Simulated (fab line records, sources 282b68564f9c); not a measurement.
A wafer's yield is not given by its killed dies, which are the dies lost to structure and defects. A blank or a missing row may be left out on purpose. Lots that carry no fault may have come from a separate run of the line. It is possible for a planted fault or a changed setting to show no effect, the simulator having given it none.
fab line records    flow rit_cmos
record lots=14  wafers=40  last_day=7
route steps=202 shown NSD@140 SILICIDE@163 CONTACT@168
lots untouched by any fault: they come from a run of this same line in which no faults occurred
start_h: hours from the record's opening day to when the first of the lot's shown wafers began    wait_h: how many hours have passed since the lot's step before this one    " unchanged from the row above    L1.1+2: one row covering several wafers at once    - either no value or no given start    * or withheld: withheld    < > ~ a bound
route shown NAME@n: a module of which the file shows steps, and the number in the route of the first    usual: mean/standard deviation taken from wafers without a fault    same: alike in all rows    chamber/n: place in a boat    sites: each site's reading    _std_site: the values' standard deviation    _edge_site: inner sites' mean taken away from outer sites' mean    radius_mm: for every site, how far away it sits from the centre of the wafer    mask NAME#n: copy n    behind: the most recent tool/chamber to have shaped the wafer    hold: reason for holding the lot/hours on hold/outcome of the hold    device: transistor that didn't switch, given as n, p or np    end of line: the same wafers' tests at the end of the route    where a step has no rows: the recipe by itself    killed: the dies lost at the first sort to structure and to defects; this is not the yield of the wafer    map: the dies of a wafer, with x for killed, . for not killed, _ for no die there
set.NAME: the run value of the setting; set.NAME@STEP: its run value at that earlier step    model.NAME: the simulator's own value behind a step, which no gauge read
the route's steps for a sample of lots (tables are steps, rows are wafers)
services: a tool's chamber out of use, with start hour (start_h, from the record's first day; less than 0 if before it), hours out, and reason
## steps
# step RIT_NSD_STRIP_09
# recipe chemistry=O2  time_s=180  resist=NOVOLAK  platen_temp_c=withheld  power_w=500  pressure_mtorr=4000  o2_flow_sccm=4000
# usual drypump_motor_current_A=5.7/0.34
lot.wafer  tool             chamber  start_h  wait_h  drypump_motor_current_A  rf_hours_counter_h
L494.3     plasma_asher-02  0        52.50    0.1     5.7                      -
L494.4     "                1        "        "       6.1                      -
L494.5     "                1        "        "       6.1                      -
L495.2     plasma_asher-03  0        55.52    0.1     5.7                      44
L495.4     "                1        "        "       5.7                      -
L495.6     "                0        "        "       5.7                      -
L496.1     plasma_asher-04  1        59.48    0.1     6.0                      39
L496.3     "                1        "        "       6.0                      -
L496.6     "                0        "        "       5.1                      -
L501.5     plasma_asher-04  1        86.60    0.1     6.0                      -
L502.3     plasma_asher-03  1        88.86    0.1     5.7                      -
L502.4     "                0        "        "       5.7                      -
L502.6     "                0        "        "       5.7                      -
L504.1     plasma_asher-04  0        101.49   0.1     5.1                      45
L504.2     "                1        "        "       6.0                      45
L504.4     "                1        "        "       6.0                      -
L506.2     plasma_asher-04  1        108.75   0.1     6.0                      46
L506.4     "                1        "        "       6.0                      -
L506.5     "                1        "        "       6.0                      -
L508.3     plasma_asher-04  0        118.54   0.1     5.1                      -
L508.4     "                1        "        "       6.0                      -
L508.6     "                0        "        "       5.1                      -
L509.1     plasma_asher-03  1        124.94   0.1     5.7                      52
L509.3     "                0        "        "       5.8                      -
L509.5     "                0        "        "       5.8                      -
L511.1     plasma_asher-03  1        133.07   0.1     5.7                      54
L511.2     "                0        "        "       5.7                      54
L511.3     "                1        "        "       5.7                      -
L512.1     plasma_asher-04  0        137.51   0.1     5.1                      3
L512.5     "                0        "        "       5.1                      -
L512.6     "                1        "        "       6.0                      -
L514.1     plasma_asher-04  1        147.85   0.1     6.0                      4
L514.2     "                0        "        "       5.1                      4
L514.6     "                0        "        "       5.1                      -
L515.1     plasma_asher-02  0        152.94   0.1     5.7                      27
L515.3     "                0        "        "       5.7                      -
L515.4     "                1        "        "       6.1                      -
L517.1     plasma_asher-03  1        162.79   0.1     5.7                      58
L517.2     "                0        "        "       5.8                      58
L517.3     "                0        "        "       5.8                      -
# step RIT_SILICIDE_RS_MEAS_02
# recipe thk_meas_gauge=four-point-probe  reads=Ti_of_SILICIDE_SPUTTER_01
# usual SILICIDE_TI_RS=47.7/0.79
lot.wafer  tool           chamber  start_h  wait_h  SILICIDE_TI_RS[ohm/sq]
L494.3     film_metro-04  -        55.33    0.1     48.2
L494.4     "              -        "        "       48.4
L494.5     "              -        "        "       48.1
L495.2     film_metro-03  -        58.54    0.1     46.9
L495.4     "              -        "        "       46.8
L495.6     "              -        "        "       48.5
L496.1     film_metro-03  -        62.23    0.1     47.5
L496.3     "              -        "        "       48.2
L496.6     "              -        "        "       47.8
L501.5     film_metro-03  -        89.41    0.1     48.3
L502.3     film_metro-04  -        91.69    0.1     48.5
L502.4     "              -        "        "       48.2
L502.6     "              -        "        "       48.0
L504.1     film_metro-04  -        104.43   0.1     46.8
L504.2     "              -        "        "       46.3
L504.4     "              -        "        "       46.6
L506.2     film_metro-03  -        111.75   0.1     47.1
L506.4     "              -        "        "       48.2
L506.5     "              -        "        "       48.3
L508.3     film_metro-01  -        121.30   0.1     48.1
L508.4     "              -        "        "       46.5
L508.6     "              -        "        "       46.7
L509.1     film_metro-03  -        127.91   0.1     47.0
L509.3     "              -        "        "       45.8
L509.5     "              -        "        "       46.7
L511.1     film_metro-01  -        135.83   0.1     47.9
L511.2     "              -        "        "       47.4
L511.3     "              -        "        "       47.1
L512.1     film_metro-04  -        140.43   0.1     47.1
L512.5     "              -        "        "       47.0
L512.6     "              -        "        "       48.2
L514.1     film_metro-01  -        150.73   0.1     48.3
L514.2     "              -        "        "       47.6
L514.6     "              -        "        "       47.5
L515.1     film_metro-04  -        155.79   0.1     46.4
L515.3     "              -        "        "       47.1
L515.4     "              -        "        "       46.9
L517.1     film_metro-03  -        165.60   0.1     48.2
L517.2     "              -        "        "       47.9
L517.3     "              -        "        "       47.4
# step RIT_CONTACT_CVD_00
# recipe material=SiO2  target_thk_nm=400  precursor=TEOS  temp_c=390  time_s=61  rf_w=400
# usual heater_power_w=305/62  run_length_s=88.9/0.53
lot.wafer  tool      chamber  start_h  wait_h  heater_power_w  run_length_s
L494.3     pecvd-03  0        55.65    0.0     323             88.1
L494.4     "         2        "        "       391             89.5
L494.5     "         1        "        "       281             88.7
L495.2     pecvd-02  1        58.94    0.1     342             89.2
L495.4     "         2        "        "       309             88.9
L495.6     "         0        "        "       351             88.7
L496.1     pecvd-04  1        62.59    0.1     228             88.5
L496.3     "         2        "        "       296             88.3
L496.6     "         0        "        "       417             89.7
L501.5     pecvd-02  0        89.71    0.0     285             120.4
L502.3     pecvd-04  1        92.00    0.0     205             88.8
L502.4     "         2        "        "       283             88.4
L502.6     "         1        "        "       211             89.0
L504.1     pecvd-02  2        104.79   0.1     315             88.4
L504.2     "         0        "        "       348             119.7
L504.4     "         1        "        "       337             89.6
L506.2     pecvd-03  1        112.09   0.0     245             88.7
L506.4     "         2        "        "       374             89.4
L506.5     "         1        "        "       266             89.1
L508.3     pecvd-04  0        121.69   0.1     463             89.7
L508.4     "         0        "        "       344             89.6
L508.6     "         2        "        "       251             88.1
L509.1     pecvd-03  1        128.33   0.1     291             88.5
L509.3     "         2        "        "       296             89.0
L509.5     "         1        "        "       219             88.6
L511.1     pecvd-04  1        136.19   0.1     202             89.1
L511.2     "         2        "        "       259             89.0
L511.3     "         0        "        "       410             89.4
L512.1     pecvd-03  2        140.85   0.1     384             89.0
L512.5     "         1        "        "       216             89.2
L512.6     "         0        "        "       347             88.4
L514.1     pecvd-04  1        151.08   0.1     203             88.4
L514.2     "         2        "        "       289             89.1
L514.6     "         2        "        "       305             88.5
L515.1     pecvd-03  2        156.14   0.1     335             89.3
L515.3     "         1        "        "       232             88.5
L515.4     "         0        "        "       297             88.3
L517.1     pecvd-04  1        166.02   0.1     210             88.6
L517.2     "         0        "        "       465             89.8
L517.3     "         2        "        "       233             88.5
# step RIT_CONTACT_THK_MEAS_01
# recipe reads=SiO2_of_CONTACT_CVD_00
# usual CONTACT_TEOS_THK=397/4.9
lot.wafer  tool           chamber  start_h  wait_h  hold                      CONTACT_TEOS_THK[nm]
L494.3     film_metro-03  -        55.72    0.0     -                         404
L494.4     "              -        "        "       -                         398
L494.5     "              -        "        "       -                         404
L495.2     film_metro-04  -        59.00    0.0     -                         389
L495.4     "              -        "        "       -                         399
L495.6     "              -        "        "       -                         397
L496.1     film_metro-02  -        62.64    0.0     -                         395
L496.3     "              -        "        "       -                         403
L496.6     "              -        "        "       -                         401
L501.5     film_metro-03  -        89.78    0.0     await_dispo/0.2h/release  604
L501.5     film_metro-03  -        90.00    0.2     -                         605
L502.3     film_metro-03  -        92.07    0.0     -                         389
L502.4     "              -        "        "       -                         402
L502.6     "              -        "        "       -                         393
L504.1     film_metro-02  -        104.84   0.0     await_dispo/0.2h/release  396
L504.2     "              -        "        "       await_dispo/0.2h/release  593
L504.4     "              -        "        "       await_dispo/0.2h/release  399
L504.1     film_metro-02  -        105.07   0.2     -                         395
L504.2     "              -        "        "       -                         594
L504.4     "              -        "        "       -                         399
L506.2     film_metro-03  -        112.15   0.0     -                         386
L506.4     "              -        "        "       -                         396
L506.5     "              -        "        "       -                         389
L508.3     film_metro-03  -        121.76   0.0     -                         396
L508.4     "              -        "        "       -                         402
L508.6     "              -        "        "       -                         399
L509.1     film_metro-04  -        128.38   0.0     -                         391
L509.3     "              -        "        "       -                         391
L509.5     "              -        "        "       -                         396
L511.1     film_metro-04  -        136.24   0.0     -                         396
L511.2     "              -        "        "       -                         401
L511.3     "              -        "        "       -                         400
L512.1     film_metro-03  -        140.90   0.0     -                         395
L512.5     "              -        "        "       -                         402
L512.6     "              -        "        "       -                         401
L514.1     film_metro-03  -        151.14   0.0     -                         389
L514.2     "              -        "        "       -                         394
L514.6     "              -        "        "       -                         407
L515.1     film_metro-02  -        156.19   0.0     -                         392
L515.3     "              -        "        "       -                         391
L515.4     "              -        "        "       -                         399
L517.1     film_metro-03  -        166.07   0.0     -                         389
L517.2     "              -        "        "       -                         401
L517.3     "              -        "        "       -                         394
# step RIT_CONTACT_ETCH_11
# recipe target_depth_a=4800  over_etch_frac=0.2  stop_on=TiSi2  chemistry=CHF3/CF4/Ar  target=SiO2  CHF3_flow_sccm=50  cf4_flow_sccm=10  Ar_flow_sccm=100  O2_flow_sccm=5  pressure_mtorr=100  rf_w=200  time_s=320
# usual drypump_motor_current_A=5.9/0.52  oes_product_au=0.982/0.019  throttle_valve_pct=8.86/0.14
lot.wafer  tool         chamber  start_h  wait_h  drypump_motor_current_A  oes_product_au  rf_hours_counter_h  throttle_valve_pct
L494.3     rie_diel-01  0        57.26    0.1     6.6                      0.973           71                  8.59
L494.4     "            3        "        "       5.6                      0.981           7                   8.81
L494.5     "            1        "        "       5.8                      1.002           -                   8.94
L495.2     rie_diel-02  1        60.32    0.1     5.4                      0.986           6                   8.75
L495.4     "            0        "        "       6.5                      0.962           3                   9.07
L495.6     "            0        "        "       6.5                      0.963           -                   9.08
L496.1     rie_diel-01  3        64.00    0.1     5.6                      0.985           7                   8.80
L496.3     "            2        "        "       5.2                      0.979           119                 8.71
L496.6     "            2        "        "       5.2                      0.977           -                   8.71
L502.3     rie_diel-01  1        93.39    0.1     5.8                      1.005           151                 8.96
L502.4     "            1        "        "       5.8                      1.006           -                   8.97
L502.6     "            2        "        "       5.2                      0.980           -                   8.70
L501.5     rie_diel-01  3        94.72    0.1     5.6                      0.985           -                   8.78
L504.1     rie_diel-01  3        107.53   0.1     5.6                      0.978           8                   8.82
L504.2     "            1        "        "       5.8                      1.020           151                 8.95
L504.4     "            0        "        "       6.5                      0.968           72                  8.59
L506.2     rie_diel-02  3        113.49   0.1     5.1                      1.006           127                 8.94
L506.4     "            1        "        "       5.4                      0.989           7                   8.76
L506.5     "            3        "        "       5.1                      1.004           -                   8.96
L508.3     rie_diel-01  2        123.07   0.1     5.3                      0.972           120                 8.71
L508.4     "            1        "        "       5.8                      1.009           152                 8.97
L508.6     "            2        "        "       5.2                      0.974           -                   8.71
L509.1     rie_diel-03  2        129.71   0.1     6.6                      0.968           22                  8.86
L509.3     "            1        "        "       5.9                      1.012           3                   8.86
L509.5     "            0        "        "       5.7                      0.962           -                   9.06
L511.1     rie_diel-03  2        137.61   0.1     6.6                      0.967           22                  8.86
L511.2     "            3        "        "       6.5                      0.962           100                 8.72
L511.3     "            0        "        "       5.7                      0.964           45                  9.06
L512.1     rie_diel-03  0        142.56   0.1     5.7                      0.960           45                  9.06
L512.5     "            0        "        "       5.7                      0.976           -                   9.05
L512.6     "            1        "        "       5.9                      1.014           -                   8.86
L514.1     rie_diel-01  3        152.59   0.1     5.6                      0.985           9                   8.80
L514.2     "            1        "        "       5.8                      1.000           152                 8.96
L514.6     "            0        "        "       6.5                      0.974           -                   8.59
L515.1     rie_diel-01  3        157.52   0.1     5.6                      0.975           9                   8.79
L515.3     "            1        "        "       5.8                      1.008           153                 8.95
L515.4     "            0        "        "       6.5                      0.970           73                  8.57
L517.1     rie_diel-02  0        167.58   0.1     6.5                      0.957           5                   9.07
L517.2     "            1        "        "       5.4                      0.987           8                   8.78
L517.3     "            2        "        "       5.4                      0.981           3                   8.95
## services
tool             chamber  start_h  hours  kind
rie_diel-02      2        33.32    12.3   repair
rie_diel-01      1        64.65    1.4    repair
rie_diel-01      -        82.53    0.4    repair
pecvd-03         0        83.65    6.3    repair
rie_diel-02      2        89.08    3.8    repair
rie_diel-01      0        91.52    3.6    repair
plasma_asher-02  -        92.79    55.8   repair
pecvd-02         -        95.61    0.9    repair
plasma_asher-04  -        108.92   9.0    pm
plasma_asher-04  0        108.92   9.0    vent_cycle
plasma_asher-04  1        108.92   9.0    vent_cycle
pecvd-02         1        116.75   3.9    repair
plasma_asher-04  0        117.92   -      clean
plasma_asher-04  1        117.92   -      clean
rie_diel-02      -        120.74   2.8    pm
pecvd-04         -        137.66   0.8    repair
pecvd-02         0        139.44   9.6    repair
rie_diel-02      0        145.76   7.4    repair
pecvd-02         -        151.24   1.5    repair
plasma_asher-02  -        155.35   1.5    repair
rie_diel-01      1        160.13   3.8    repair
rie_diel-01      1        163.93   -      clean
## key
first_sign step=RIT_CONTACT_CVD_00  reading=run_length_s  direction=up  sigmas=59  usual=*  struck=*
effect step=RIT_CONTACT_THK_MEAS_01  reading=visit  direction=added
effect step=RIT_CONTACT_THK_MEAS_01  reading=CONTACT_TEOS_THK  direction=up  sigmas=41  usual=397  struck=599
met_at RIT_CONTACT_CVD_00
struck_lots L501,L504
struck_wafers L501.5,L504.2
later_rows_left_out L501.5,L504.2
sort_left_out L501.5,L504.2
tester_left_out L501,L504
not_acting_at RIT_NSD_STRIP_09,RIT_SILICIDE_RS_MEAS_02,RIT_CONTACT_ETCH_11
onset_between 58.94 89.71
fault kind=process_parameter_drift  tool=pecvd-02  chamber=0  onset_h=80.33  steps=RIT_CONTACT_CVD_00  channel=time_s  offset=*  shape=step  end_h=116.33  stated=*
# tester_left_out: of these lots the tester's yield and bins aren't shown, on N5 and GAA mostly nor the transistor test; their killed dies are dies lost to structure and defects alone, not to doping, threshold or leakage, so they don't give the yield
# sort_left_out: the simulated sort isn't trusted on such a fault, so these wafers' sort isn't shown, and their yield isn't known
# later_rows_left_out: the simulator's readings of these wafers behind a module that went badly wrong aren't trusted and aren't shown, but for the sort
